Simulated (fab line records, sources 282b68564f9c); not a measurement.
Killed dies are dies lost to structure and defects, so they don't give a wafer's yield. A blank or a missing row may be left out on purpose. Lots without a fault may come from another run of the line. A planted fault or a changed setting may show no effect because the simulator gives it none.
Split-lot experiment | flow rit_cmos | 5 lots, 23 wafers read, on a route of 202 steps

THE SPLIT
At RIT_M1_DEVELOP_08 (develop time 68 s), the setting develop_time_s was moved away from the recipe's 68 s on 5 of the 23 wafers read, by -9.7% to +13.7%. The other wafers ran this setting at the recipe's value.

FROM THE SPLIT TO THE READING: what the file shows between them, 4 steps
- RIT_M1_CD_MEAS_09: target cd 2600 nm
- RIT_M1_HARDBAKE_11: time 120 s
- RIT_M1_STRIP_13: strips in nmp, time 600 s
- RIT_M1_STRIP_14: strips in O2, time 180 s

THE READING
cd_nm, in nm, at RIT_M1_CD_MEAS_90 (target cd 2600 nm). Fault-free wafers of this fab line usually give 2603 nm, standard deviation 3.4 nm.

wafer  | tool, chamber at the split | develop_time_s as run, s | against the recipe | cd_nm, nm | against lot-mates on the recipe
L075.1 | litho_track-04, 0          | 68                       | recipe             | 2604      | -
L075.2 | litho_track-04, 0          | 68                       | recipe             | 2604      | -
L075.3 | litho_track-04, 0          | 68                       | recipe             | 2605      | -
L075.5 | litho_track-04, 0          | 68                       | recipe             | 2603      | -
L075.6 | litho_track-04, 0          | 68                       | recipe             | 2604      | -
L076.1 | litho_track-01, 0          | 68                       | recipe             | 2606      | -
L076.2 | litho_track-01, 0          | 68                       | recipe             | 2609      | -
L076.3 | litho_track-01, 0          | 68                       | recipe             | 2608      | -
L076.4 | litho_track-01, 0          | 68                       | recipe             | 2606      | -
L076.6 | litho_track-01, 0          | 68                       | recipe             | 2606      | -
L077.1 | litho_track-02, 0          | 68                       | recipe             | 2601      | -
L077.2 | litho_track-02, 0          | 77.29                    | +13.7%             | 2589      | -12
L077.3 | litho_track-02, 0          | 77.29                    | +13.7%             | 2588      | -12
L077.4 | litho_track-02, 0          | 77.29                    | +13.7%             | 2589      | -12
L077.6 | litho_track-02, 0          | 68                       | recipe             | 2600      | -
L078.1 | litho_track-02, 0          | 61.42                    | -9.7%              | 2617      | +11
L078.2 | litho_track-02, 0          | 68                       | recipe             | 2604      | -
L078.3 | litho_track-02, 0          | 68                       | recipe             | 2606      | -
L078.4 | litho_track-02, 0          | 61.42                    | -9.7%              | 2618      | +12
L078.5 | litho_track-02, 0          | 68                       | recipe             | 2608      | -
L080.1 | litho_track-02, 0          | 68                       | recipe             | 2600      | -
L080.3 | litho_track-02, 0          | 68                       | recipe             | 2600      | -
L080.6 | litho_track-02, 0          | 68                       | recipe             | 2601      | -

THE FIT
A straight line over all 23 wafers: cd_nm changes by -1.2 nm for each +1% of develop_time_s; r = -0.94; the points scatter about the line by 2.7 nm.
The same after taking each lot's own level away (the mean of its wafers on the recipe; 23 wafers): -0.957 nm for each +1%; r = -0.98; scatter 1.2 nm.
On that fit, the largest move of develop_time_s shifts the reading by 13 nm.
The lots' own levels span 2600.3 to 2607.0 nm, that is 2.0 times the standard deviation above.
So the lot-to-lot level changes the slope: the two fits differ.
Check: with one of the wafers moved furthest among these (+13.7%) left out of the fit, the line predicts -13.2 nm for it against its lot-mates. It came out at -11.5 nm against them.

OTHER SPLITS ON THESE WAFERS
These wafers also went through other splits before the reading. Each is held against what the fit with the lots' levels taken away leaves over:
other split on the same wafers | wafers away from the commonest value | r with cd_nm (lot level and that fit taken away)
RIT_CONTACT_CVD_00 time_s      | 9                                    | -0.04
RIT_CONTACT_EXPOSE_05 dose_mj  | 8                                    | -0.03
RIT_CONTACT_ETCH_11 rf_w       | 10                                   | -0.40

THE WHOLE CHAIN: every reading that the file lists as answering this split, in the file's order
step              | what it does      | reading | change (the file's fit)               | r (the file's)
RIT_M1_CD_MEAS_09 | target cd 2600 nm | cd_nm   | -0.958 nm for each +1% of the setting | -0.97
RIT_M1_CD_MEAS_90 | target cd 2600 nm | cd_nm   | -0.954 nm for each +1% of the setting | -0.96

THE FILE'S OWN FIT
cd_nm changes by -0.954 nm for each +1% of develop_time_s, r = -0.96.
